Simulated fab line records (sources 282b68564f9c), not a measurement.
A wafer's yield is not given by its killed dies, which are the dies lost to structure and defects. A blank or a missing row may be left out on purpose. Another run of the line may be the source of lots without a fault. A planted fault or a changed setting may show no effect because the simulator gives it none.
Which of the tools did it? / flow ritCmos / 14 lots with 42 wafers sampled at 2 steps, on a route of 202 steps

WHAT EACH GAUGE READ, for each wafer
RIT_SPACER_THK_MEAS_04.
lot=L725; measured=day 2 23:23; on=filmMetro-01; SPACER_NITRIDE_THK (nm)=249.0 249.8 250.1
lot=L726; measured=day 3 03:37; on=filmMetro-02; SPACER_NITRIDE_THK (nm)=251.0 252.4 251.5
lot=L727; measured=day 3 07:55; on=filmMetro-02; SPACER_NITRIDE_THK (nm)=247.6 250.1 250.0
lot=L729; measured=day 3 18:52; on=filmMetro-01; SPACER_NITRIDE_THK (nm)=250.0 251.2 252.1
lot=L730; measured=day 3 23:21; on=filmMetro-01; SPACER_NITRIDE_THK (nm)=251.5 253.5 251.7
lot=L732; measured=day 4 07:54; on=filmMetro-01; SPACER_NITRIDE_THK (nm)=250.9 250.1 250.9
lot=L733; measured=day 4 14:34; on=filmMetro-01; SPACER_NITRIDE_THK (nm)=248.7 251.2 250.2
lot=L735; measured=day 5 01:09; on=filmMetro-02; SPACER_NITRIDE_THK (nm)=251.0 248.9 248.9
lot=L736; measured=day 5 04:54; on=filmMetro-02; SPACER_NITRIDE_THK (nm)=249.2 249.2 249.8
lot=L741; measured=day 6 07:52; on=filmMetro-02; SPACER_NITRIDE_THK (nm)=502.0 495.9 496.0
lot=L742; measured=day 6 13:07; on=filmMetro-01; SPACER_NITRIDE_THK (nm)=501.4 505.4 503.3
lot=L744; measured=day 6 21:20; on=filmMetro-04; SPACER_NITRIDE_THK (nm)=248.7 249.9 250.4
lot=L746; measured=day 7 06:02; on=filmMetro-02; SPACER_NITRIDE_THK (nm)=252.9 250.5 249.6
lot=L748; measured=day 7 16:56; on=filmMetro-02; SPACER_NITRIDE_THK (nm)=252.3 250.4 250.9

TOOL THAT RAN EACH LOT (tool first, then ch and the chambers of the sampled wafers, then the start)
lot=L725; RIT_SPACER_CVD_03=lpcvd-01 ch 0, day 2 21:28
lot=L726; RIT_SPACER_CVD_03=lpcvd-02 ch 0, day 3 01:42
lot=L727; RIT_SPACER_CVD_03=lpcvd-02 ch 0, day 3 06:00
lot=L729; RIT_SPACER_CVD_03=lpcvd-01 ch 1, day 3 16:56
lot=L730; RIT_SPACER_CVD_03=lpcvd-02 ch 0, day 3 21:26
lot=L732; RIT_SPACER_CVD_03=lpcvd-01 ch 0, day 4 05:59
lot=L733; RIT_SPACER_CVD_03=lpcvd-01 ch 0, day 4 12:38
lot=L735; RIT_SPACER_CVD_03=lpcvd-01 ch 1, day 4 23:14
lot=L736; RIT_SPACER_CVD_03=lpcvd-01 ch 1, day 5 02:58
lot=L741; RIT_SPACER_CVD_03=lpcvd-02 ch 0, day 6 03:51
lot=L742; RIT_SPACER_CVD_03=lpcvd-01 ch 0, day 6 09:07
lot=L744; RIT_SPACER_CVD_03=lpcvd-01 ch 1, day 6 19:25
lot=L746; RIT_SPACER_CVD_03=lpcvd-02 ch 1, day 7 04:07
lot=L748; RIT_SPACER_CVD_03=lpcvd-01 ch 0, day 7 15:01
- RIT_SPACER_CVD_03: deposits Si3N4 from SiH2Cl2/NH3, target thk 250 nm, time 3300 s.

AS READ BY THE TOOLS THEMSELVES (means over the sampled wafers that have a number; for cases with no such wafer, the mark the record gives instead)
RIT_SPACER_CVD_03.
lot=L725; tool=lpcvd-01; zonePowerSourcePct (%)=22.2
lot=L726; tool=lpcvd-02; zonePowerSourcePct (%)=24.6
lot=L727; tool=lpcvd-02; zonePowerSourcePct (%)=24.8
lot=L729; tool=lpcvd-01; zonePowerSourcePct (%)=20.6
lot=L730; tool=lpcvd-02; zonePowerSourcePct (%)=24.6
lot=L732; tool=lpcvd-01; zonePowerSourcePct (%)=22.1
lot=L733; tool=lpcvd-01; zonePowerSourcePct (%)=22.3
lot=L735; tool=lpcvd-01; zonePowerSourcePct (%)=20.8
lot=L736; tool=lpcvd-01; zonePowerSourcePct (%)=20.6
lot=L741; tool=lpcvd-02; zonePowerSourcePct (%)=24.4
lot=L742; tool=lpcvd-01; zonePowerSourcePct (%)=22.3
lot=L744; tool=lpcvd-01; zonePowerSourcePct (%)=20.8
lot=L746; tool=lpcvd-02; zonePowerSourcePct (%)=22.3
lot=L748; tool=lpcvd-01; zonePowerSourcePct (%)=22.2

THE ANSWER, worked out from the rows above alone
Rule: the lots themselves supply what counts as usual. The widest of any qualifying gaps counts: lots, ordered by their means at a reading, are off when they make up no more than a third of the lots, leave a main group of 4 or more, and stand apart from it by 3 or more times the standard deviation of that group's means. The tables above print the reading to a certain number of digits; a main group whose means all agree to those digits is not used. A lot without any number at a reading at which 4 lots or more have one is off too. Where the step has rows for the other lots, those lots are counted as sound. First the gauges in route order, then the tools' own readings, where a lot's mean is used as printed above. The first step at which some lot is off is used, and at that step the reading that is off furthest; a lot without a number counts as furthest.
Off: at RIT_SPACER_THK_MEAS_04 (SPACER_NITRIDE_THK), L741, L742. The main group: mean 250.4 nm, standard deviation 0.94.
If a tool, at a process step before that reading, ran all the lots that are off and no sound lot after the first of them, it fits. The gauges at RIT_SPACER_THK_MEAS_04 are tried like those tools. Not one of the candidates tried fits.

WHAT THE SIMULATOR HAD PUT IN
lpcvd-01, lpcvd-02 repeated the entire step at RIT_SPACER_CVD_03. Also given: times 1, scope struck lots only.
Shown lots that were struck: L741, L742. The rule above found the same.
